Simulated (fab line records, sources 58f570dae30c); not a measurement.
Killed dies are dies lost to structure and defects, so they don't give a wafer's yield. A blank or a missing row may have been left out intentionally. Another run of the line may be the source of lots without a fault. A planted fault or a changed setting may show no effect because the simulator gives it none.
Which tool did it?	flow berkeley-cmos170	12 lots with 36 wafers sampled at 6 steps, on a route of 331 steps

WHAT THE GAUGES SHOWED, per wafer
UCB170_GATE_CD_MEAS_12: the cd target is 350 nm. Usual: cd-nm 349.8 nm, standard deviation 1.4.
lot	measured	on	cd-nm (nm)	flag
L206	day 5 22:10	cd-sem-02	348.8 348.6 349.1	
L207	day 6 15:34	cd-sem-02	350.9 351.5 349.7	
L208	day 6 22:34	cd-sem-01	349.0 349.8 349.8	
L210	day 7 06:14	cd-sem-02	349.5 350.3 349.1	
L209	day 7 06:47	cd-sem-02	351.1 350.7 350.7	
L212	day 7 08:31	cd-sem-02	349.5 349.5 350.2	
L214	day 7 18:03	cd-sem-02	348.4 349.2 348.7	
L211	day 7 18:36	cd-sem-02	346.4 346.9 347.6	
L221	day 8 22:49	cd-sem-02	347.8 347.8 348.2	
L223	day 9 06:23	cd-sem-02	350.5 348.8 349.9	
L228	day 10 10:11	cd-sem-01	349.5 350.7 349.9	
L227	day 10 10:27	cd-sem-02	350.4 353.1 352.3	

UCB170_GATE_OVL_MEAS_13. Usual: GATE_OVL 0 nm, standard deviation 4.8.
lot	measured	on	GATE_OVL (nm)	flag
L206	day 5 22:16	overlay-01	-6 0 1	
L207	day 6 15:40	overlay-02	-4 -6 -7	
L208	day 6 22:41	overlay-01	1 -5 -3	
L210	day 7 06:20	overlay-01	2 0 4	
L209	day 7 06:54	overlay-02	7 -3 3	
L212	day 7 08:38	overlay-02	3 1 -4	
L214	day 7 18:10	overlay-02	7 0 3	
L211	day 7 18:43	overlay-02	9 7 10	
L221	day 8 22:55	overlay-01	3 2 -5	
L223	day 9 06:29	overlay-02	10 10 6	
L228	day 10 10:18	overlay-01	-2 2 3	
L227	day 10 10:31	overlay-02	-10 -7 -7	

UCB170_NLDD_OVL_MEAS_07. Usual: NLDD_OVL -5 nm, standard deviation 5.4.
lot	measured	on	NLDD_OVL (nm)	flag
L206	day 6 02:40	overlay-02	-3 -7 -7	
L207	day 6 20:13	overlay-01	-1 -3 -7	
L208	day 7 02:14	overlay-01	-2 -1 4	
L210	day 7 13:10	overlay-01	5 -12 -5	
L209	day 7 13:18	overlay-02	2 3 -8	
L212	day 7 13:35	overlay-02	-3 -2 -7	
L214	day 7 22:01	overlay-01	-9 -6 -6	
L211	day 7 23:18	overlay-01	4 -1 -8	
L221	day 9 10:07	overlay-02	-6 -6 -3	
L223	day 9 11:49	overlay-01	-10 -8 -4	
L228	day 10 15:20	overlay-01	3 0 1	
L227	day 10 15:30	overlay-01	0 -14 3	

UCB170_NLDD_TW_MEAS_11. Usual: NLDD_TW 2234, standard deviation 13.
lot	measured	on	NLDD_TW	flag
L206	day 6 03:06	film-metro-03	2238 2230 2237	
L207	day 6 20:39	film-metro-04	2253 2255 2251	
L208	day 7 02:40	film-metro-01	2223 2229 2232	
L210	day 7 13:37	film-metro-03	2225 2223 2219	
L209	day 7 13:44	film-metro-04	2259 2245 2255	
L212	day 7 14:02	film-metro-03	2224 2219 2227	
L214	day 7 22:26	film-metro-01	2232 2222 2240	
L211	day 7 23:44	film-metro-01	2352 2343 2343	OFF
L221	day 9 10:34	film-metro-01	2348 2329 2342	OFF
L223	day 9 12:18	film-metro-03	2228 2221 2221	
L228	day 10 15:47	film-metro-01	2233 2247 2234	
L227	day 10 15:57	film-metro-04	2250 2249 2243	

UCB170_SDANNEAL_RS_MEAS_05: the measuring method here is four-point-probe. Usual: NLDD_RS 615.7 ohm/sq, standard deviation 1.3.
lot	measured	on	NLDD_RS (ohm/sq)	flag
L206	day 6 13:20	film-metro-01	614.8 615.2 613.9	
L207	day 7 07:09	film-metro-03	614.9 618.0 616.9	
L208	day 7 12:43	film-metro-01	616.3 618.5 615.7	
L210	day 7 23:38	film-metro-04	615.5 616.0 615.6	
L209	day 7 23:08	film-metro-04	615.6 616.1 617.3	
L212	day 8 00:01	film-metro-03	616.0 616.3 616.8	
L214	day 8 11:01	film-metro-03	613.9 616.1 616.1	
L211	day 8 11:22	film-metro-04	542.0 541.6 541.8	OFF
L221	day 9 19:56	film-metro-01	538.8 539.3 540.8	OFF
L223	day 9 20:29	film-metro-03	614.9 615.7 617.4	
L228	day 11 01:08	film-metro-03	619.2 615.7 616.9	
L227	day 11 01:23	film-metro-04	614.8 614.2 615.9	

WHAT TOOL EACH LOT RAN ON (gives the tool, then ch and the chambers of the sampled wafers, and finally the start)
lot	UCB170_NLDD_IMPLANT_08
L206	implanter-03 ch 0, day 6 02:43
L207	implanter-01 ch 0, day 6 20:16
L208	implanter-03 ch 0, day 7 02:16
L210	implanter-03 ch 0, day 7 13:13
L209	implanter-02 ch 0, day 7 13:20
L212	implanter-02 ch 0, day 7 13:40
L214	implanter-01 ch 0, day 7 22:02
L211	implanter-02 ch 0, day 7 23:20
L221	implanter-02 ch 0, day 9 10:10
L223	implanter-03 ch 0, day 9 11:52
L228	implanter-03 ch 0, day 10 15:23
L227	implanter-01 ch 0, day 10 15:35
- UCB170_NLDD_IMPLANT_08

WHAT THE TOOLS THEMSELVES READ (means of the sampled wafers that have a number; where no wafer has one, the mark that the record gives instead)
UCB170_NLDD_IMPLANT_08. Usual: dose-ions-cm2 5e+13, standard deviation 5.7e+10; faraday-current-uA 158, standard deviation 3.2; rotation-deg 0.002 degrees, standard deviation 0.021.
lot	tool	dose-ions-cm2	faraday-current-uA	rotation-deg (degrees)	flag
L206	implanter-03	5e+13	158	0.013	
L207	implanter-01	5e+13	161	-0.042	
L208	implanter-03	5e+13	159	-0.007	
L210	implanter-03	5e+13	157	-0.003	
L209	implanter-02	5e+13	158	-0.004	
L212	implanter-02	5e+13	160	-0.003	
L214	implanter-01	5e+13	161	0.023	
L211	implanter-02	7e+13	225	0.026	OFF
L221	implanter-02	7e+13	226	-0.041	OFF
L223	implanter-03	5e+13	159	-0.004	
L228	implanter-03	5e+13	156	0.008	
L227	implanter-01	5e+13	160	0.009	

THE ANSWER, worked out from the rows above alone
Rule: take the mean of a lot's wafers that have a number; if it is more than 3 standard deviations from the usual mean, the lot is off. Also off: a lot with no number at a reading for which 4 or more lots have one. The other lots that the step has rows for count as sound. First the gauges in route order, then the tools' own readings, where a lot's mean is used as printed above. The first step at which some lot is off is used, and at that step the reading that is off furthest; a lot without a number counts as furthest.
Off: L211, L221, seen at UCB170_NLDD_TW_MEAS_11 (NLDD_TW).
A tool fits if, at a process step before that reading, it ran every lot that is off, and no sound lot after the first of them. Not tried: the gauges at UCB170_NLDD_TW_MEAS_11; whatever is off there is also off at UCB170_NLDD_IMPLANT_08, on other tools, and gauge error can't account for it. One candidate fits, namely implanter-02 at UCB170_NLDD_IMPLANT_08. Its last sound lot is L212 (day 7 13:40), its first lot that is off L211 (day 7 23:20): a fault that began between those two fits.
The tool's own readings at UCB170_NLDD_IMPLANT_08 bear it out: on the lots that are off they differ by more than 5 times the standard deviation of the sound lots' means. dose-ions-cm2 reads 7e+13 there against 5e+13 on the sound lots; faraday-current-uA reads 226 there against 159 on the sound lots.

WHAT HAD BEEN PUT IN BY THE SIMULATOR
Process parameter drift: implanter-02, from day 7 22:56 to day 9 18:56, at UCB170_NLDD_IMPLANT_08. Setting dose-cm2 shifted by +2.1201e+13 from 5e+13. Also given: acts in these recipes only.
Struck lots among those shown: L211, L221. Same finding as the rule above.
